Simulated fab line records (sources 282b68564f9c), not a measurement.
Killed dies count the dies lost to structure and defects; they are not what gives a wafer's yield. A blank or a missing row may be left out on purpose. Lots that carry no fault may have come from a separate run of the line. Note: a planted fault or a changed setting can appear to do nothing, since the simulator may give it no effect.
Problem report, 8D (eight disciplines) form, completed by code || flow ritCmos || the parts of the form that need people (team, actions taken, sign-off) are left out

1. THE PROBLEM
Mean of beamEnergyKeV at RIT_NLDD_IMPLANT_08: 20.192 across 9 wafers in 3 lots; on wafers with no fault it is 20.000 (standard deviation 0.0062). Relative to the usual mean, that is a shift of +31 standard deviations.
The first sign was on wafer L868.4 at day 5 14:28, on implanter-03. The record has a number at this step for 21 wafers belonging to 7 lots. Rule for "out" (also "out of limits"): further than 4 standard deviations from the usual mean. All remaining wafers that have a number are taken as sound.

2. WHAT IT IS; WHAT IT IS NOT
{"question": "which readings at this step", "is": "beamEnergyKeV", "is not": "tiltDeg"}
{"question": "which lots", "is": "L868, L869, L870", "is not": "L857, L860, L875, L877"}
{"question": "which wafers of those lots", "is": "all that have a number", "is not": "-"}
{"question": "read on which tools", "is": "implanter-03", "is not": "implanter-01, implanter-02"}
{"question": "when", "is": "from day 5 14:28", "is not": "up to then (6 sound wafers); but 6 sound wafers of L875, L877 came after"}

3. WHAT RULES OUT EACH SUSPECT
Counting: a tool at a process step up to the reading stays a suspect if it ran every lot that is out and no sound lot after the first of them.
- implanter-03 at RIT_NLDD_IMPLANT_08: kept. All lots that are out passed through it, beginning with L868 at day 5 14:28, and no sound lot followed; its final sound lot before that point was L860 at day 4 00:00. On those wafers its own readings are out: beamEnergyKeV.
The count leaves implanter-03 at RIT_NLDD_IMPLANT_08.

4. THE CAUSE (what the simulator had put in)
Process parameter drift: implanter-03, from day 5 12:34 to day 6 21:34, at RIT_NLDD_IMPLANT_08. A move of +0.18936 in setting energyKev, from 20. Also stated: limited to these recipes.
Counting left only this tool.

5. THE EFFECT CHAIN, in route order
Each row: a reading where the mean over the struck wafers with a number is more than 3 standard deviations away from the usual. Only readings whose record carries a usual standard deviation are examined. hours: median over the lots of the time between each lot's start at the first step of this table that gives one and its start at this step. sigmas: the change, counted in usual standard deviations.
{"hours": 0, "step": "RIT_NLDD_IMPLANT_08", "reading": "beamEnergyKeV", "usual": 20.000, "on struck wafers": 20.192, "change": "+0.192", "sigmas": "+31"}
Process steps it contains:
- RIT_NLDD_IMPLANT_08

6. WHAT WOULD HAVE CAUGHT IT SOONER
In this record the first reading out of limits was taken at day 5 14:28, 2 hours after the fault began at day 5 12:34.
